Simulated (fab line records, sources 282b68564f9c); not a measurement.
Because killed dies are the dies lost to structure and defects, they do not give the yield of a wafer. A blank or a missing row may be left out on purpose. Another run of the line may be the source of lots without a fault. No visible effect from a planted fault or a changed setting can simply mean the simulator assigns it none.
8D (eight disciplines) problem report, filled in by code || flow rit_cmos || the parts of the form that need people (team, actions taken, sign-off) are left out

## 1. THE ISSUE
run_length_s at RIT_GATE_ETCH_19 reads a mean of 222.2 s on 1 wafer of 1 lot; wafers without a fault read 193.2 s with a standard deviation of 0.33. That puts it +88 standard deviations away from the usual mean.
The step: etches poly-Si in SF6/CHF3/O2, stops on SiO2, time 165 s, target depth 312.5 nm.
First seen on wafer L437.2, day 5 11:54, on rie_si-01. At this step, 39 wafers from 13 lots have a number in the record. Rule for "out", or "out of limits": more than 4 standard deviations from the usual mean. The other wafers with a number count as sound.

## 2. WHAT IT IS AND WHAT IT IS NOT
{"question": "which readings at this step", "is": "run_length_s, oes_product_au", "is not": "CHF3_flow_sccm, drypump_motor_current_A, throttle_valve_pct"}
{"question": "which lots", "is": "L437", "is not": "L423, L424, L425, L427, L429, L430, L431, L432, L433, L438, L444, L446"}
{"question": "which wafers of those lots", "is": "L437.2", "is not": "L437.5, L437.6"}
{"question": "read on which tools", "is": "rie_si-01", "is not": "rie_si-02"}
{"question": "when", "is": "from day 5 11:54", "is not": "up to then (29 sound wafers); but 9 sound wafers of L438, L444, L446 came after"}

## 3. SUSPECTS, AND WHAT RULES EACH OUT
Counting: any tool at a process step up to the reading remains a suspect provided it ran every lot that is out. Sound lots after the first of them don't rule it out here, since some wafers of a struck lot are sound.
- rie_si-01 at RIT_GATE_ETCH_19 (etches poly-Si in SF6/CHF3/O2, stops on SiO2, time 165 s, target depth 312.5 nm): kept. It processed L437, the lot that is out, at day 5 11:54, and its most recent sound lot before then was L433 at day 4 18:17. On those wafers its own readings are out: oes_product_au, run_length_s.
- Within rie_si-01 at RIT_GATE_ETCH_19: the wafers that are out ran in chamber 3; their sound lot-mates ran in chambers 0, 1.
The count leaves rie_si-01 at RIT_GATE_ETCH_19.

## 4. THE CAUSE (what the simulator had put in)
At RIT_GATE_ETCH_19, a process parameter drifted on rie_si-01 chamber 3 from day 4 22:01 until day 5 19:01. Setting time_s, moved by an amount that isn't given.
Counting left only this tool.

## 5. THE CHAIN OF EFFECTS, in route order
One row per reading whose mean, taken over the struck wafers that have a number, lies over 3 standard deviations from the usual. Only readings whose record carries a usual standard deviation are examined. hours: median over the lots of the time between each lot's start at the first step of this table that gives one and its start at this step. sigmas: the change, counted in usual standard deviations.
{"hours": 0, "step": "RIT_GATE_ETCH_19", "reading": "oes_product_au", "usual": "0.840 a.u.", "on struck wafers": 0.746, "change": -0.094, "sigmas": -6.7}
{"hours": 0, "step": "RIT_GATE_ETCH_19", "reading": "run_length_s", "usual": "193.2 s", "on struck wafers": 222.2, "change": "+29.0", "sigmas": "+88"}
Its process steps:
- RIT_GATE_ETCH_19: etches poly-Si in SF6/CHF3/O2, stops on SiO2, time 165 s, target depth 312.5 nm.

## 6. HOW IT WOULD HAVE BEEN CAUGHT EARLIER
In this record no reading fell out of limits until day 5 11:54, 14 hours after the fault had begun at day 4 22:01.
